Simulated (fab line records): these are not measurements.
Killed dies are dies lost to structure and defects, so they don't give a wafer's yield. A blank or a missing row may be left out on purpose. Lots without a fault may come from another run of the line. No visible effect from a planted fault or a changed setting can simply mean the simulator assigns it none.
Which tool is to blame?    flow berkeley-cmos170    14 lots with 42 wafers sampled at 3 steps, on a route of 331 steps

== WHAT THE GAUGES SHOWED, per wafer ==
UCB170_GATE_THK_MEAS_02.
lot   measured      on             GATE_OXIDE_THK (nm)
L749  day 5 20:10   film-metro-01  6.51 6.50 6.47
L750  day 5 20:12   film-metro-02  6.60 6.70 6.65
L751  day 6 01:31   film-metro-03  6.51 6.55 6.52
L752  day 6 04:31   film-metro-01  6.31 6.46 6.42
L753  day 6 04:32   film-metro-03  6.58 6.59 6.60
L754  day 7 10:25   film-metro-02  6.71 6.84 6.80
L756  day 7 10:26   film-metro-03  6.67 6.81 7.00
L757  day 7 10:25   film-metro-01  6.83 6.65 6.77
L767  day 10 00:26  film-metro-02  6.66 6.62 6.74
L769  day 10 00:25  film-metro-03  6.38 6.46 6.41
L771  day 10 10:25  film-metro-01  6.80 6.67 6.70
L772  day 10 20:21  film-metro-01  6.39 6.39 6.37

== EACH LOT AND THE TOOL THAT RAN IT (in order: tool; ch and the chambers of the sampled wafers; start) ==
lot   UCB170_NWELL_ETCH_13               UCB170_NWELL_STRIP_15
L749  rie-diel-01 ch 0,2,3, day 2 01:38  plasma-asher-01 ch 0,1, day 2 01:53
L750  rie-diel-02 ch 0,2, day 2 06:28    plasma-asher-02 ch 1, day 2 06:43
L751  rie-diel-01 ch 0,2,3, day 2 13:54  plasma-asher-01 ch 0,1, day 2 14:09
L752  rie-diel-03 ch 0,1,3, day 3 01:17  plasma-asher-01 ch 0,1, day 3 01:32
L753  rie-diel-02 ch 1,3, day 3 01:32    plasma-asher-02 ch 0,1, day 3 01:49
L754  rie-diel-01 ch 1,2,3, day 3 09:44  plasma-asher-02 ch 0,1, day 3 09:59
L756  rie-diel-03 ch 0,1,3, day 3 14:07  plasma-asher-02 ch 0,1, day 3 14:25
L757  rie-diel-01 ch 0,1, day 3 21:07    plasma-asher-03 ch 0,1, day 3 21:22
L758  rie-diel-01 ch 0,3, day 4 04:12    plasma-asher-02 ch 0,1, day 4 04:29
L762  rie-diel-01 ch 1,2, day 4 23:46    plasma-asher-02 ch 0,1, day 5 00:01
L767  rie-diel-02 ch 2,3, day 6 01:29    plasma-asher-02 ch 0,1, day 6 01:44
L769  rie-diel-02 ch 0,1, day 6 05:24    plasma-asher-03 ch 0,1, day 6 05:39
L771  rie-diel-03 ch 1,2, day 7 02:19    plasma-asher-03 ch 0,1, day 7 02:34
L772  rie-diel-02 ch 0,1,3, day 7 08:55  plasma-asher-01 ch 0,1, day 7 09:10
- UCB170_NWELL_ETCH_13: etches Si3N4 in CH3F/Ar/O2, stops on SiO2, target depth 246.4 nm, time 154 s.
- UCB170_NWELL_STRIP_15: strips in O2.

== AS READ BY THE TOOLS THEMSELVES (means over the sampled wafers that have a number; for cases with no such wafer, the mark the record gives instead) ==
UCB170_NWELL_ETCH_13.
lot   tool         chamber-pressure-mTorr (mTorr)  drypump-motor-current-A (A)  oes-product-au (a.u.)  rf-fwd-power-W (W)  throttle-valve-pct (%)
L749  rie-diel-01  50.00                           5.9                          0.943                  448.5               8.02
L750  rie-diel-02  50.00                           5.4                          0.954                  448.4               8.08
L751  rie-diel-01  50.02                           5.9                          0.949                  448.3               8.02
L752  rie-diel-03  49.99                           5.5                          0.952                  447.6               8.09
L753  rie-diel-02  49.96                           5.4                          0.947                  448.4               7.99
L754  rie-diel-01  50.00                           6.0                          0.948                  449.7               8.01
L756  rie-diel-03  49.97                           5.4                          0.951                  446.9               8.09
L757  rie-diel-01  49.96                           5.3                          0.949                  447.6               8.06
L758  rie-diel-01  50.00                           5.5                          0.859                  268.0               8.04
L762  rie-diel-01  49.96                           6.1                          0.855                  267.7               7.98
L767  rie-diel-02  49.98                           5.1                          0.949                  447.1               7.96
L769  rie-diel-02  49.99                           6.0                          0.941                  449.2               8.13
L771  rie-diel-03  50.00                           5.4                          0.938                  447.2               7.96
L772  rie-diel-02  50.02                           5.5                          0.946                  447.1               8.05

UCB170_NWELL_STRIP_15.
lot   tool             chamber-pressure-mTorr (mTorr)  drypump-motor-current-A (A)  oes-product-au (a.u.)  strip-time-to-endpoint-s (s)
L749  plasma-asher-01  3498                            6.1                          0.724                  18.01
L750  plasma-asher-02  3500                            6.6                          0.722                  17.99
L751  plasma-asher-01  3499                            6.1                          0.721                  18.08
L752  plasma-asher-01  3498                            6.1                          0.727                  18.12
L753  plasma-asher-02  3501                            6.1                          0.716                  18.07
L754  plasma-asher-02  3501                            6.1                          0.717                  18.12
L756  plasma-asher-02  3501                            6.1                          0.721                  17.96
L757  plasma-asher-03  3499                            5.8                          0.720                  18.03
L758  plasma-asher-02  3499                            6.4                          0.722                  18.85
L762  plasma-asher-02  3504                            6.4                          0.723                  18.93
L767  plasma-asher-02  3498                            6.4                          0.718                  18.09
L769  plasma-asher-03  3499                            5.8                          0.723                  17.96
L771  plasma-asher-03  3499                            6.1                          0.722                  17.92
L772  plasma-asher-01  3502                            6.1                          0.725                  17.95

== THE ANSWER, worked out from the rows above alone ==
Rule: the usual values come from the lots themselves. Put in order of their means at a reading, lots are off if they are a third of the lots or fewer, leave a main group of 4 or more, and stand apart from it by a gap of 3 or more times the standard deviation of the main group's means; of several such gaps the widest counts. A main group is skipped when, at the precision printed for the reading in the tables above, its means are all equal. Also off: a lot with no number at a reading for which 4 or more lots have one. Any other lot the step has rows for is counted as sound. Order of review: gauges by route order, followed by the tools' own readings, for which a lot's mean as printed above is used. At the first step where some lot is off, the reading lying furthest off is the one used; lots without a number count as furthest.
Off, at UCB170_NWELL_ETCH_13 on rf-fwd-power-W: L758, L762. For the main group the mean is 448.0 W and the standard deviation 0.86.
If a tool, at that step or one of the process steps before it, ran each lot that is off and ran no sound lot following the first of them, it fits. One fits: UCB170_NWELL_ETCH_13 on rie-diel-01. A fault onset in the window from L757 (day 3 21:07, its last sound lot) to L758 (day 4 04:12, its first lot off) fits.
The tool's own readings at UCB170_NWELL_ETCH_13 bear it out: on the lots that are off they differ by more than 5 times the standard deviation of the sound lots' means. oes-product-au reads 0.857 a.u. there against 0.947 a.u. on the sound lots; rf-fwd-power-W reads 267.9 W there against 448.0 W on the sound lots.

== WHAT THE SIMULATOR PUT IN ==
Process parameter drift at UCB170_NWELL_ETCH_13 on rie-diel-01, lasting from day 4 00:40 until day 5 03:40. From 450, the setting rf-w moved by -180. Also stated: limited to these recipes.
Shown lots that were struck: L758, L762. Same finding as the rule above.
